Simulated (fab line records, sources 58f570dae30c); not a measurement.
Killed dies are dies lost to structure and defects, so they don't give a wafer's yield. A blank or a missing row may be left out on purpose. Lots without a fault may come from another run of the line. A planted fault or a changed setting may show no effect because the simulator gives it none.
fab line records | flow berkeley_cmos170
record lots=5 wafers=15 last_day=12
route steps=331 shown NVT@111 PVT@115 GATE@125 FIELD@126 PLDD@145
lots that met no fault: from a run of the same line without faults
start_h: hours from the record's first day to the start of the lot's first wafer shown | wait_h: hours since the lot's step before | " the same as in the row above | L1.1+2: a row that stands for several wafers | - no value, or no start given | * or withheld: withheld | < > ~ a bound
route shown NAME@n: a module of which the file shows steps, and the number in the route of the first | usual: mean/standard deviation of fault-free wafers | same: alike in all rows | chamber/n: place in a boat | sites: the reading at each site | _std_site: their standard deviation | _edge_site: outer sites' mean less inner sites' | radius_mm: how far each site lies from the wafer's centre | mask NAME#n: copy n | behind: the tool/chamber that last shaped the wafer | hold: why the lot was held/for how many hours/how that ended | device: the transistor (n, p or np) that didn't switch | end of line: the same wafers' tests at the end of the route | a step without rows: its recipe alone | killed: dies lost to structure and defects at the first sort, not the wafer's yield | map: a wafer's dies, x killed, . not, _ none there
set.NAME: the setting as run; set.NAME@STEP: as run at that earlier step | model.NAME: the simulator's own value behind a step, which no gauge read
lots at some steps of the route; a table a step, a row a wafer
services: from which hour (start_h, from the record's first day; less than 0 if before it) a tool's chamber was out of use, for how many hours, and why
## steps
# step UCB170_NVT_IMPLANT_07
# recipe species=BF2 dose_cm2=3e+12 energy_kev=50 tilt_deg=7
# usual beam_energy_keV=50.002/0.018
# columns lot.wafer tool chamber start_h wait_h beam_energy_keV
L074.2 implanter-02 0 121.23 0.0 50.007
L074.5 " 0 " " 50.001
L074.6 " 0 " " 50.002
L090.2 implanter-02 0 205.06 0.0 50.002
L090.3 " 0 " " 49.987
L090.6 " 0 " " 49.996
L091.4 implanter-03 0 205.37 0.1 50.010
L091.5 " 0 " " 49.995
L091.6 " 0 " " 49.980
L092.3 implanter-03 0 213.46 0.1 49.984
L092.4 " 0 " " 49.968
L092.5 " 0 " " 49.975
L097.1 implanter-02 0 237.38 0.0 49.995
L097.4 " 0 " " 49.990
L097.6 " 0 " " 49.988
# step UCB170_NVT_STRIP_08
# recipe chemistry=O2 power_w=400 pressure_mtorr=3500 platen_temp_c=withheld o2_flow_sccm=400 overash_fraction=0.5
# usual chamber_pressure_mTorr=3500/3.6 drypump_motor_current_A=5.7/0.6 oes_product_au=0.734/0.0048 strip_time_to_endpoint_s=21.61/0.067
# columns lot.wafer tool chamber start_h wait_h chamber_pressure_mTorr drypump_motor_current_A oes_product_au rf_hours_counter_h strip_time_to_endpoint_s
L074.2 plasma_asher-03 1 121.35 0.1 3498 6.0 0.746 40 21.62
L074.5 " 0 " " 3497 5.5 0.726 - 21.57
L074.6 " 1 " " 3500 6.0 0.728 - 21.57
L090.2 plasma_asher-03 0 205.18 0.1 3503 5.5 0.729 47 21.67
L090.3 " 0 " " 3505 5.5 0.735 - 21.62
L090.6 " 1 " " 3501 6.0 0.729 - 21.64
L091.4 plasma_asher-02 0 205.48 0.1 3497 4.8 0.727 - 21.67
L091.5 " 0 " " 3499 4.8 0.740 - 21.62
L091.6 " 1 " " 3502 6.6 0.741 - 21.61
L092.3 plasma_asher-03 0 213.60 0.1 3502 5.5 0.731 - 21.63
L092.4 " 1 " " 3503 6.0 0.731 - 21.64
L092.5 " 1 " " 3501 6.0 0.728 - 21.67
L097.1 plasma_asher-03 0 237.53 0.1 3503 5.5 0.741 51 21.58
L097.4 " 0 " " 3506 5.5 0.734 - 21.59
L097.6 " 1 " " 3499 6.0 0.746 - 21.60
# step UCB170_NVT_TW_MEAS_09
# usual NVT_TW=526/6.1
# columns lot.wafer tool chamber start_h wait_h NVT_TW
L074.2 film_metro-02 - 121.46 0.1 520
L074.5 " - " " 517
L074.6 " - " " 519
L090.2 film_metro-02 - 205.29 0.1 518
L090.3 " - " " 520
L090.6 " - " " 517
L091.4 film_metro-04 - 205.57 0.1 524
L091.5 " - " " 522
L091.6 " - " " 525
L092.3 film_metro-01 - 213.68 0.1 526
L092.4 " - " " 530
L092.5 " - " " 529
L097.1 film_metro-04 - 237.63 0.1 521
L097.4 " - " " 526
L097.6 " - " " 525
# step UCB170_NVT_CLEAN_10
# recipe chemistry=SPM temp_c=120 time_s=600
# columns lot.wafer tool chamber start_h wait_h
L074.2+5+6 wet_bench-04 3 121.51 0.0
L090.2+3+6 wet_bench-01 0 205.82 0.5
L091.4+5+6 wet_bench-01 1 205.82 0.2
L092.3+4+5 wet_bench-01 2 213.72 0.0
L097.1+4+6 wet_bench-04 1 238.71 1.1
# step UCB170_PVT_HMDS_00
# recipe prime_time_s=60 prime_temp_c=100
# columns lot.wafer tool chamber start_h wait_h
L074.2+5+6 litho_track-02 0 121.79 0.1
L090.2+3+6 litho_track-02 0 206.30 0.3
L091.4+5+6 litho_track-01 0 206.41 0.4
L092.3+4+5 litho_track-01 0 214.43 0.5
L097.1+4+6 litho_track-01 0 239.06 0.0
# step UCB170_PVT_COAT_01
# recipe resist=KrF spin_rpm=1478 resist_thk_nm=900
# columns lot.wafer tool chamber start_h wait_h
L074.2+5+6 litho_track-02 0 121.94 0.1
L090.2+3+6 litho_track-02 0 206.45 0.1
L091.4+5+6 litho_track-01 0 206.56 0.1
L092.3+4+5 litho_track-01 0 214.58 0.1
L097.1+4+6 litho_track-01 0 239.21 0.1
# step UCB170_PVT_SOFTBAKE_02
# recipe resist=KrF temp_c=130 time_s=60
# columns lot.wafer tool chamber start_h wait_h
L074.2+5+6 litho_track-02 0 122.09 0.1
L090.2+3+6 litho_track-02 0 206.60 0.1
L091.4+5+6 litho_track-01 0 206.71 0.1
L092.3+4+5 litho_track-01 0 214.73 0.1
L097.1+4+6 litho_track-01 0 239.36 0.1
# step UCB170_PVT_EXPOSE_03
# recipe mask_id=NWELL target_cd_nm=3000 na=0.5 sigma_outer=0.6 source_shape=conventional dose_mj=30
# same na=0.5
# columns lot.wafer tool chamber start_h wait_h mask
L074.2+5+6 krf_scanner-01 0 122.37 0.3 NWELL#0
L090.2+3+6 krf_scanner-01 0 206.74 0.1 NWELL#0
L091.4+5+6 krf_scanner-02 0 207.09 0.4 NWELL#0
L092.3+4+5 krf_scanner-02 0 214.99 0.2 NWELL#0
L097.1+4+6 krf_scanner-02 0 239.75 0.4 NWELL#0
# step UCB170_PVT_PEB_04
# recipe peb_temp_c=130 peb_time_s=withheld resist=KrF
# columns lot.wafer tool chamber start_h wait_h
L074.2+5+6 litho_track-03 0 122.52 0.1
L090.2+3+6 litho_track-03 0 207.20 0.4
L091.4+5+6 litho_track-02 0 207.35 0.2
L092.3+4+5 litho_track-01 0 215.88 0.9
L097.1+4+6 litho_track-02 0 239.96 0.2
# step UCB170_PVT_DEVELOP_05
# recipe developer=TMAH develop_time_s=45 resist=KrF dev_temp_c=20.53
# columns lot.wafer tool chamber start_h wait_h
L074.2+5+6 litho_track-03 0 - -
L090.2+3+6 litho_track-03 0 - -
L091.4+5+6 litho_track-02 0 - -
L092.3+4+5 litho_track-01 0 - -
L097.1+4+6 litho_track-02 0 - -
# step UCB170_PVT_OVL_MEAS_06
# usual PVT_OVL=2/5.4
# columns lot.wafer tool chamber start_h wait_h PVT_OVL[nm]
L074.2 overlay-02 - 122.78 - 8
L074.5 " - " " 3
L074.6 " - " " 4
L090.2 overlay-02 - 207.45 - -5
L090.3 " - " " -2
L090.6 " - " " -3
L091.4 overlay-02 - 207.57 - 3
L091.5 " - " " 7
L091.6 " - " " 5
L092.3 overlay-01 - 216.12 - 4
L092.4 " - " " 1
L092.5 " - " " -6
L097.1 overlay-02 - 240.24 - 3
L097.4 " - " " 2
L097.6 " - " " -1
# step UCB170_PVT_IMPLANT_07
# recipe species=P dose_cm2=2e+12 energy_kev=30 tilt_deg=7
# usual beam_energy_keV=29.999/0.0082
# columns lot.wafer tool chamber start_h wait_h beam_energy_keV
L074.2 implanter-02 0 122.83 0.0 30.009
L074.5 " 0 " " 29.987
L074.6 " 0 " " 30.002
L090.2 implanter-04 0 207.51 0.0 29.987
L090.3 " 0 " " 29.997
L090.6 " 0 " " 30.003
L091.4 implanter-04 0 207.71 0.1 29.995
L091.5 " 0 " " 30.001
L091.6 " 0 " " 29.993
L092.3 implanter-01 0 216.19 0.1 30.001
L092.4 " 0 " " 30.001
L092.5 " 0 " " 30.003
L097.1 implanter-02 0 240.27 0.0 30.020
L097.4 " 0 " " 29.992
L097.6 " 0 " " 30.006
# step UCB170_PVT_STRIP_08
# recipe chemistry=O2 power_w=400 pressure_mtorr=3500 platen_temp_c=withheld o2_flow_sccm=400 overash_fraction=0.5
# usual chamber_pressure_mTorr=3499/3 drypump_motor_current_A=5.7/0.52 oes_product_au=0.734/0.0046 strip_time_to_endpoint_s=21.77/0.055
# columns lot.wafer tool chamber start_h wait_h chamber_pressure_mTorr drypump_motor_current_A oes_product_au rf_hours_counter_h strip_time_to_endpoint_s
L074.2 plasma_asher-04 1 122.96 0.1 3497 5.6 0.737 41 21.71
L074.5 " 0 " " 3500 5.7 0.732 - 21.70
L074.6 " 1 " " 3501 5.6 0.731 - 21.74
L090.2 plasma_asher-01 1 207.63 0.1 3499 5.8 0.736 11 21.76
L090.3 " 1 " " 3498 5.8 0.729 - 21.79
L090.6 " 0 " " 3497 5.8 0.738 - 21.87
L091.4 plasma_asher-04 0 207.82 0.1 3496 5.6 0.743 - 21.75
L091.5 " 0 " " 3497 5.6 0.734 - 21.80
L091.6 " 1 " " 3497 5.6 0.734 - 21.79
L092.3 plasma_asher-04 1 216.32 0.1 3504 5.6 0.730 - 21.73
L092.4 " 0 " " 3496 5.6 0.723 - 21.71
L092.5 " 0 " " 3497 5.6 0.732 - 21.75
L097.1 plasma_asher-04 1 240.42 0.1 3497 5.6 0.733 54 21.81
L097.4 " 0 " " 3499 5.6 0.729 - 21.80
L097.6 " 1 " " 3502 5.6 0.735 - 21.75
# step UCB170_PVT_TW_MEAS_09
# usual PVT_TW=508/6.9
# columns lot.wafer tool chamber start_h wait_h PVT_TW
L074.2 film_metro-03 - 123.07 0.1 513
L074.5 " - " " 513
L074.6 " - " " 512
L090.2 film_metro-02 - 207.74 0.1 504
L090.3 " - " " 502
L090.6 " - " " 506
L091.4 film_metro-01 - 207.92 0.1 511
L091.5 " - " " 512
L091.6 " - " " 511
L092.3 film_metro-02 - 216.41 0.1 502
L092.4 " - " " 506
L092.5 " - " " 502
L097.1 film_metro-02 - 240.52 0.1 504
L097.4 " - " " 504
L097.6 " - " " 503
# step UCB170_GATE_WET_ETCH_00
# recipe chemistry=dHF dilution=25:1 target=SiO2 temp_c=25 time_s=200
# columns lot.wafer tool chamber start_h wait_h
L074.2+5+6 wet_bench-01 1 123.12 0.0
L090.2+3+6 wet_bench-02 2 207.79 0.0
L091.4+5+6 wet_bench-03 3 207.95 0.0
L092.3+4+5 wet_bench-03 1 216.45 0.0
L097.1+4+6 wet_bench-01 3 240.58 0.1
# step UCB170_FIELD_THK_MEAS_91
# recipe reads=SiO2_of_FIELD_OXIDATION_01
# usual FIELD_OXIDE_LEFT_2_THK=356/9.8
# columns lot.wafer tool chamber start_h wait_h FIELD_OXIDE_LEFT_2_THK[nm]
L074.2 film_metro-02 - 123.26 0.0 350
L074.5 " - " " 352
L074.6 " - " " 352
L090.2 film_metro-02 - 207.87 0.0 359
L090.3 " - " " 368
L090.6 " - " " 352
L091.4 film_metro-02 - 208.04 0.0 364
L091.5 " - " " 366
L091.6 " - " " 365
L092.3 film_metro-01 - 216.54 0.0 342
L092.4 " - " " 346
L092.5 " - " " 341
L097.1 film_metro-01 - 240.65 0.0 359
L097.4 " - " " 366
L097.6 " - " " 368
# step UCB170_GATE_OXIDATION_01
# recipe temp_c=850 ambient=O2 target_thk_a=66 ox_time_s=1800
# columns lot.wafer tool chamber start_h wait_h
L074.2+5+6 furnace-02 0 127.21 3.9
L090.2+3+6 furnace-02 0 211.91 4.0
L091.4+5+6 furnace-02 0 211.91 3.9
L092.3+4+5 furnace-02 0 220.82 4.3
L097.1+4+6 furnace-01 0 245.83 5.2
# step UCB170_GATE_THK_MEAS_02
# recipe reads=SiO2_of_GATE_OXIDATION_01
# usual GATE_OXIDE_THK=6.58/0.13
# columns lot.wafer tool chamber start_h wait_h GATE_OXIDE_THK[nm]
L074.2 film_metro-02 - 128.78 0.1 6.81
L074.5 " - " " 6.52
L074.6 " - " " 6.68
L090.2 film_metro-03 - 213.42 0.0 6.85
L090.3 " - " " 6.95
L090.6 " - " " 6.82
L091.4 film_metro-02 - 213.44 0.0 6.82
L091.5 " - " " 6.67
L091.6 " - " " 6.62
L092.3 film_metro-03 - 222.34 0.0 6.80
L092.4 " - " " 6.66
L092.5 " - " " 6.82
L097.1 film_metro-03 - 247.33 0.0 6.55
L097.4 " - " " 6.61
L097.6 " - " " 6.63
# step UCB170_GATE_ANNEAL_03
# recipe temp_c=900 time_s=1800 ambient=N2
# columns lot.wafer tool chamber start_h wait_h
L074.2+5+6 furnace-01 0 132.83 4.0
L090.2+3+6 furnace-02 0 217.82 4.4
L091.4+5+6 furnace-02 0 217.82 4.4
L092.3+4+5 furnace-01 0 226.85 4.5
L097.1+4+6 furnace-02 0 250.67 3.3
# step UCB170_GATE_CVD_04
# recipe material=poly-Si temp_c=610 precursor=SiH4 time_s=1440 pressure_mtorr=375 target_thk_nm=214 sih4_flow_sccm=120
# columns lot.wafer tool chamber start_h wait_h
L074.2+5+6 lpcvd-01 0 135.46 1.1
L090.2+3+6 lpcvd-01 0 219.74 0.4
L091.4+5+6 lpcvd-01 0 219.74 0.4
L092.3+4+5 lpcvd-01 1 228.35 0.0
L097.1+4+6 lpcvd-02 0 252.17 0.0
# step UCB170_GATE_THK_MEAS_05
# recipe reads=poly-Si_of_GATE_CVD_04
# usual GATE_POLY_THK=213.6/1.7
# columns lot.wafer tool chamber start_h wait_h GATE_POLY_THK[nm]
L074.2 film_metro-02 - 136.99 0.1 215.7
L074.5 " - " " 215.8
L074.6 " - " " 216.2
L090.2 film_metro-02 - 221.15 0.0 213.3
L090.3 " - " " 211.1
L090.6 " - " " 212.3
L091.4 film_metro-04 - 221.17 0.0 213.1
L091.5 " - " " 214.2
L091.6 " - " " 212.6
L092.3 film_metro-02 - 229.77 0.0 212.5
L092.4 " - " " 211.7
L092.5 " - " " 211.7
L097.1 film_metro-02 - 253.57 0.0 213.8
L097.4 " - " " 214.1
L097.6 " - " " 214.1
# step UCB170_GATE_COAT_06
# recipe resist=BARC temp_c=withheld time_s=withheld spin_rpm=3000 resist_thk_nm=withheld
# columns lot.wafer tool chamber start_h wait_h
L074.2+5+6 litho_track-04 0 137.76 0.8
L090.2+3+6 litho_track-02 0 221.52 0.4
L091.4+5+6 litho_track-04 0 221.62 0.4
L092.3+4+5 litho_track-04 0 229.89 0.1
L097.1+4+6 litho_track-04 0 253.63 0.1
# step UCB170_GATE_COAT_07
# recipe resist=KrF spin_rpm=1500 resist_thk_nm=900
# columns lot.wafer tool chamber start_h wait_h
L074.2+5+6 litho_track-04 0 - -
L090.2+3+6 litho_track-02 0 - -
L091.4+5+6 litho_track-04 0 - -
L092.3+4+5 litho_track-04 0 - -
L097.1+4+6 litho_track-04 0 - -
# step UCB170_GATE_SOFTBAKE_08
# recipe resist=KrF temp_c=130 time_s=60
# columns lot.wafer tool chamber start_h wait_h
L074.2+5+6 litho_track-04 0 - -
L090.2+3+6 litho_track-02 0 - -
L091.4+5+6 litho_track-04 0 - -
L092.3+4+5 litho_track-04 0 - -
L097.1+4+6 litho_track-04 0 - -
# step UCB170_GATE_EXPOSE_09
# recipe mask_id=POLY target_cd_nm=350 na=0.5 sigma_outer=0.6 source_shape=conventional dose_mj=21
# same na=0.5
# columns lot.wafer tool chamber start_h wait_h mask
L074.2+5+6 krf_scanner-01 0 138.29 - POLY#0
L090.2+3+6 krf_scanner-01 0 222.09 - POLY#0
L091.4+5+6 krf_scanner-02 0 222.37 - POLY#0
L092.3+4+5 krf_scanner-01 0 230.45 - POLY#0
L097.1+4+6 krf_scanner-02 0 254.08 - POLY#0
# step UCB170_GATE_PEB_10
# recipe peb_temp_c=130 peb_time_s=withheld resist=KrF
# columns lot.wafer tool chamber start_h wait_h
L074.2+5+6 litho_track-03 0 138.49 0.2
L090.2+3+6 litho_track-04 0 222.47 0.4
L091.4+5+6 litho_track-03 0 222.76 0.4
L092.3+4+5 litho_track-03 0 230.58 0.1
L097.1+4+6 litho_track-02 0 254.56 0.5
# step UCB170_GATE_DEVELOP_11
# recipe developer=TMAH develop_time_s=45 resist=KrF dev_temp_c=21
# columns lot.wafer tool chamber start_h wait_h
L074.2+5+6 litho_track-03 0 - -
L090.2+3+6 litho_track-04 0 - -
L091.4+5+6 litho_track-03 0 - -
L092.3+4+5 litho_track-03 0 - -
L097.1+4+6 litho_track-02 0 - -
# step UCB170_GATE_CD_MEAS_12
# recipe target_cd_nm=350
# usual cd_nm=350.6/1.5
# columns lot.wafer tool chamber start_h wait_h cd_nm
L074.2 cd_sem-02 - 139.28 - 351.9
L074.5 " - " " 351.9
L074.6 " - " " 350.7
L090.2 cd_sem-02 - 222.81 - 350.8
L090.3 " - " " 349.3
L090.6 " - " " 349.0
L091.4 cd_sem-01 - 223.03 - 350.3
L091.5 " - " " 348.9
L091.6 " - " " 349.8
L092.3 cd_sem-01 - 230.84 - 352.0
L092.4 " - " " 353.6
L092.5 " - " " 353.0
L097.1 cd_sem-02 - 254.88 - 351.2
L097.4 " - " " 351.3
L097.6 " - " " 349.8
# step UCB170_GATE_OVL_MEAS_13
# usual GATE_OVL=-1/6.9
# columns lot.wafer tool chamber start_h wait_h GATE_OVL[nm]
L074.2 overlay-01 - 139.39 0.1 3
L074.5 " - " " -2
L074.6 " - " " 2
L090.2 overlay-01 - 222.92 0.1 -6
L090.3 " - " " -6
L090.6 " - " " -1
L091.4 overlay-02 - 223.11 0.1 6
L091.5 " - " " 4
L091.6 " - " " 7
L092.3 overlay-01 - 230.94 0.1 -8
L092.4 " - " " -1
L092.5 " - " " -9
L097.1 overlay-02 - 255.00 0.1 -3
L097.4 " - " " -8
L097.6 " - " " -8
# step UCB170_GATE_ETCH_14
# recipe chemistry=N2/H2 target_depth_a=withheld overetch_a=withheld target=BARC time_s=withheld source_w=500 bias_w=100 pressure_mtorr=30 n2_flow_sccm=100 h2_flow_sccm=200
# usual chamber_pressure_mTorr=30.003/0.025 drypump_motor_current_A=5.8/0.35 oes_product_au=0.993/0.016 throttle_valve_pct=13.36/0.11
# columns lot.wafer tool chamber start_h wait_h chamber_pressure_mTorr drypump_motor_current_A oes_product_au throttle_valve_pct
L074.2 rie_diel-03 2 139.42 0.0 29.949 5.7 0.982 13.28
L074.5 " 3 " " 29.972 6.0 1.001 13.15
L074.6 " 1 " " 30.011 6.0 1.004 13.52
L090.2 rie_diel-03 2 222.95 0.0 29.984 5.7 0.998 13.24
L090.3 " 1 " " 30.027 6.0 0.997 13.55
L090.6 " 0 " " 30.026 6.1 1.012 13.41
L091.4 rie_diel-03 0 223.15 0.0 29.966 6.0 1.019 13.42
L091.5 " 2 " " 30.028 5.6 0.997 13.28
L091.6 " 1 " " 29.981 6.0 1.008 13.53
L092.3 rie_diel-04 1 230.96 0.0 29.963 6.0 0.980 13.25
L092.4 " 0 " " 30.024 5.8 0.992 13.41
L092.5 " 3 " " 29.992 5.0 0.969 13.37
L097.1 rie_diel-03 2 255.03 0.0 30.012 5.6 0.999 13.28
L097.4 " 3 " " 30.052 6.0 1.006 13.19
L097.6 " 0 " " 30.010 6.1 1.013 13.41
# step UCB170_GATE_ETCH_15
# recipe chemistry=HBr/Cl2 target=poly-Si stop_on=SiO2 over_etch_frac=0.3 icp_w=300 bias_w=150 time_s=56.3 pressure_mtorr=15 HBr_flow_sccm=150 Cl2_flow_sccm=50 target_depth_a=2782
# usual chamber_pressure_mTorr=14.999/0.013 drypump_motor_current_A=5.6/0.52 he_backside_leak_sccm=2.6/0.35 oes_product_au=0.827/0.012 throttle_valve_pct=26.4/0.32
# columns lot.wafer tool chamber start_h wait_h chamber_pressure_mTorr drypump_motor_current_A he_backside_leak_sccm oes_product_au rf_hours_counter_h throttle_valve_pct
L074.2 rie_si-02 2 139.46 - 14.979 5.5 2.5 0.840 1 26.7
L074.5 " 1 " " 14.994 5.8 2.6 0.846 - 26.5
L074.6 " 0 " " 14.996 5.6 2.5 0.857 - 26.2
L090.2 rie_si-02 2 222.99 - 14.992 5.5 4.9 0.839 2 26.7
L090.3 " 1 " " 14.999 5.8 2.6 0.835 85 26.5
L090.6 " 3 " " 14.992 4.9 2.5 0.816 - 26.1
L091.4 rie_si-01 3 223.17 - 14.996 6.1 2.6 0.821 1 26.7
L091.5 " 1 " " 15.012 5.0 5.3 0.820 - 26.9
L091.6 " 0 " " 15.002 6.6 2.2 0.806 - 26.0
L092.3 rie_si-02 1 231.00 - 14.998 5.8 2.6 0.838 85 26.5
L092.4 " 2 " " 15.005 5.5 2.2 0.831 2 26.7
L092.5 " 1 " " 14.988 5.8 2.7 0.828 - 26.5
L097.1 rie_si-01 1 255.08 - 15.000 5.0 2.7 0.817 92 26.9
L097.4 " 2 " " 15.017 5.4 2.9 0.835 1 26.1
L097.6 " 2 " " 15.032 5.4 2.7 0.824 - 26.1
# step UCB170_GATE_STRIP_16
# recipe chemistry=O2 power_w=400 pressure_mtorr=3500 platen_temp_c=withheld o2_flow_sccm=400 overash_fraction=0.5
# usual chamber_pressure_mTorr=3500/3.2 drypump_motor_current_A=5.7/0.53 oes_product_au=0.724/0.0042
# columns lot.wafer tool chamber start_h wait_h chamber_pressure_mTorr drypump_motor_current_A oes_product_au rf_hours_counter_h
L074.2 plasma_asher-04 0 139.51 0.0 3493 5.6 0.717 43
L074.5 " 0 " " 3506 5.6 0.729 -
L074.6 " 1 " " 3501 5.6 0.716 -
L090.2 plasma_asher-04 0 223.04 0.0 3500 5.6 0.720 52
L090.3 " 1 " " 3505 5.6 0.725 -
L090.6 " 0 " " 3499 5.6 0.718 -
L091.4 plasma_asher-03 1 223.25 0.1 3501 6.0 0.731 -
L091.5 " 1 " " 3499 6.0 0.727 -
L091.6 " 0 " " 3494 5.5 0.714 -
L092.3 plasma_asher-02 0 231.08 0.1 3507 4.8 0.725 -
L092.4 " 1 " " 3499 6.6 0.726 -
L092.5 " 0 " " 3508 4.8 0.726 -
L097.1 plasma_asher-04 0 255.12 0.0 3493 5.6 0.726 55
L097.4 " 0 " " 3497 5.6 0.727 -
L097.6 " 0 " " 3503 5.6 0.726 -
# step UCB170_GATE_CD_MEAS_90
# recipe target_cd_nm=350
# usual cd_nm=350.9/1.6
# columns lot.wafer tool chamber start_h wait_h cd_nm
L074.2 cd_sem-02 - 139.88 0.3 351.9
L074.5 " - " " 352.3
L074.6 " - " " 351.9
L090.2 cd_sem-02 - 223.25 0.2 350.9
L090.3 " - " " 348.7
L090.6 " - " " 349.5
L091.4 cd_sem-02 - 223.41 0.1 350.6
L091.5 " - " " 349.1
L091.6 " - " " 350.5
L092.3 cd_sem-02 - 231.19 0.1 351.6
L092.4 " - " " 353.3
L092.5 " - " " 353.8
L097.1 cd_sem-02 - 255.36 0.2 351.6
L097.4 " - " " 352.4
L097.6 " - " " 350.7
# step UCB170_GATE_CLEAN_17
# recipe chemistry=SPM temp_c=120 time_s=600
# columns lot.wafer tool chamber start_h wait_h
L074.2+5+6 wet_bench-02 0 140.56 0.7
L090.2+3+6 wet_bench-02 0 223.35 0.1
L091.4+5+6 wet_bench-02 1 223.52 0.1
L092.3+4+5 wet_bench-02 1 231.27 0.1
L097.1+4+6 wet_bench-02 3 255.48 0.1
# step UCB170_PLDD_HMDS_00
# recipe prime_time_s=60 prime_temp_c=100
# columns lot.wafer tool chamber start_h wait_h
L074.2+5+6 litho_track-03 0 141.45 0.5
L090.2+3+6 litho_track-04 0 223.55 0.0
L091.4+5+6 litho_track-04 0 224.05 0.3
L092.3+4+5 litho_track-04 0 231.49 0.1
L097.1+4+6 litho_track-01 0 255.65 0.0
# step UCB170_PLDD_COAT_01
# recipe resist=KrF spin_rpm=1500 resist_thk_nm=900
# columns lot.wafer tool chamber start_h wait_h
L074.2+5+6 litho_track-03 0 141.60 0.1
L090.2+3+6 litho_track-04 0 223.70 0.1
L091.4+5+6 litho_track-04 0 224.20 0.1
L092.3+4+5 litho_track-04 0 231.64 0.1
L097.1+4+6 litho_track-01 0 255.80 0.1
# step UCB170_PLDD_SOFTBAKE_02
# recipe resist=KrF temp_c=130 time_s=58.89
# columns lot.wafer tool chamber start_h wait_h
L074.2+5+6 litho_track-03 0 141.75 0.1
L090.2+3+6 litho_track-04 0 223.85 0.1
L091.4+5+6 litho_track-04 0 224.35 0.1
L092.3+4+5 litho_track-04 0 231.79 0.1
L097.1+4+6 litho_track-01 0 255.95 0.1
# step UCB170_PLDD_EXPOSE_03
# recipe mask_id=PSELECT na=0.5 sigma_outer=0.6 source_shape=conventional target_cd_nm=1200 dose_mj=30
# same na=0.5
# columns lot.wafer tool chamber start_h wait_h mask
L074.2+5+6 krf_scanner-01 0 142.08 0.3 PSELECT#0
L090.2+3+6 krf_scanner-02 0 224.12 0.2 PSELECT#0
L091.4+5+6 krf_scanner-01 0 224.60 0.2 PSELECT#0
L092.3+4+5 krf_scanner-02 0 232.06 0.2 PSELECT#0
L097.1+4+6 krf_scanner-02 0 256.23 0.3 PSELECT#0
# step UCB170_PLDD_PEB_04
# recipe peb_temp_c=130 peb_time_s=withheld resist=KrF
# columns lot.wafer tool chamber start_h wait_h
L074.2+5+6 litho_track-04 0 142.73 0.6
L090.2+3+6 litho_track-03 0 224.61 0.5
L091.4+5+6 litho_track-04 0 224.95 0.3
L092.3+4+5 litho_track-01 0 232.19 0.1
L097.1+4+6 litho_track-04 0 256.46 0.2
# step UCB170_PLDD_DEVELOP_05
# recipe developer=TMAH develop_time_s=45 resist=KrF dev_temp_c=21
# columns lot.wafer tool chamber start_h wait_h
L074.2+5+6 litho_track-04 0 - -
L090.2+3+6 litho_track-03 0 - -
L091.4+5+6 litho_track-04 0 - -
L092.3+4+5 litho_track-01 0 - -
L097.1+4+6 litho_track-04 0 - -
# step UCB170_PLDD_CD_MEAS_06
# recipe target_cd_nm=1200
# usual cd_nm=1199.6/1.4
# columns lot.wafer tool chamber start_h wait_h cd_nm
L074.2 cd_sem-02 - 143.00 - 1198.7
L074.5 " - " " 1198.3
L074.6 " - " " 1200.0
L090.2 cd_sem-02 - 224.88 - 1200.2
L090.3 " - " " 1200.7
L090.6 " - " " 1201.0
L091.4 cd_sem-02 - 225.21 - 1197.7
L091.5 " - " " 1196.1
L091.6 " - " " 1196.3
L092.3 cd_sem-01 - 232.48 - 1200.0
L092.4 " - " " 1199.2
L092.5 " - " " 1200.3
L097.1 cd_sem-01 - 256.74 - 1200.3
L097.4 " - " " 1200.8
L097.6 " - " " 1201.1
# step UCB170_PLDD_OVL_MEAS_07
# usual PLDD_OVL=-1/5.1
# columns lot.wafer tool chamber start_h wait_h PLDD_OVL[nm]
L074.2 overlay-01 - 143.11 0.1 -5
L074.5 " - " " -6
L074.6 " - " " -8
L090.2 overlay-01 - 224.99 0.1 -5
L090.3 " - " " -3
L090.6 " - " " -5
L091.4 overlay-01 - 225.28 0.1 -4
L091.5 " - " " -3
L091.6 " - " " -6
L092.3 overlay-02 - 232.57 0.1 -7
L092.4 " - " " -10
L092.5 " - " " -7
L097.1 overlay-01 - 256.86 0.1 7
L097.4 " - " " 3
L097.6 " - " " 8
# step UCB170_PLDD_IMPLANT_08
# recipe species=BF2 dose_cm2=5e+13 energy_kev=10 tilt_deg=7 rotation_deg=0
# usual beam_energy_keV=10.000/0.0031
# columns lot.wafer tool chamber start_h wait_h beam_energy_keV
L074.2 implanter-04 0 143.17 0.0 9.998
L074.5 " 0 " " 10.004
L074.6 " 0 " " 9.999
L090.2 implanter-04 0 225.05 0.0 9.999
L090.3 " 0 " " 9.995
L090.6 " 0 " " 10.000
L091.4 implanter-01 0 225.38 0.1 10.000
L091.5 " 0 " " 9.996
L091.6 " 0 " " 10.000
L092.3 implanter-04 0 232.64 0.1 9.997
L092.4 " 0 " " 10.003
L092.5 " 0 " " 10.000
L097.1 implanter-03 0 256.89 0.0 10.004
L097.4 " 0 " " 9.999
L097.6 " 0 " " 10.001
# step UCB170_PLDD_IMPLANT_09
# recipe species=BF2 dose_cm2=5e+13 energy_kev=10 tilt_deg=7 rotation_deg=180
# usual beam_energy_keV=10.000/0.0029
# columns lot.wafer tool chamber start_h wait_h beam_energy_keV
L074.2 implanter-04 0 143.32 0.1 9.9970
L074.5 " 0 " " 10.0000
L074.6 " 0 " " 9.9974
L090.2 implanter-04 0 225.20 0.1 10.001
L090.3 " 0 " " 10.000
L090.6 " 0 " " 10.001
L091.4 implanter-01 0 225.53 0.1 10.002
L091.5 " 0 " " 9.9949
L091.6 " 0 " " 10.0000
L092.3 implanter-04 0 232.79 0.1 10.003
L092.4 " 0 " " 9.9967
L092.5 " 0 " " 9.9964
L097.1 implanter-03 0 257.04 0.1 9.9963
L097.4 " 0 " " 10.0000
L097.6 " 0 " " 10.000
## services
# columns tool chamber start_h hours kind
krf_scanner-02 - 100.82 1.1 repair
krf_scanner-01 - 104.34 2.0 repair
krf_scanner-02 - 106.31 1.3 pm
krf_scanner-02 - 113.16 0.8 pm
krf_scanner-02 - 124.20 1.0 pm
plasma_asher-03 - 126.03 14.6 pm
furnace-01 - 127.35 4.1 pm
implanter-03 - 130.31 2.4 repair
rie_diel-03 0 138.50 7.1 repair
implanter-03 - 139.18 1.8 repair
krf_scanner-01 - 148.65 1.3 pm
furnace-02 - 159.68 4.2 pm
implanter-03 - 180.03 6.5 repair
implanter-01 - 194.36 2.3 repair
krf_scanner-01 - 199.38 1.0 pm
implanter-02 - 200.52 0.6 repair
krf_scanner-01 - 203.53 0.8 pm
implanter-01 - 203.57 4.3 pm
rie_diel-03 3 209.12 14.9 repair
rie_diel-03 1 212.44 5.0 repair
rie_diel-03 1 218.18 2.8 repair
rie_si-02 2 236.89 7.3 repair
rie_si-02 - 241.53 0.4 repair
krf_scanner-02 - 246.68 4.0 pm
## key
fault none
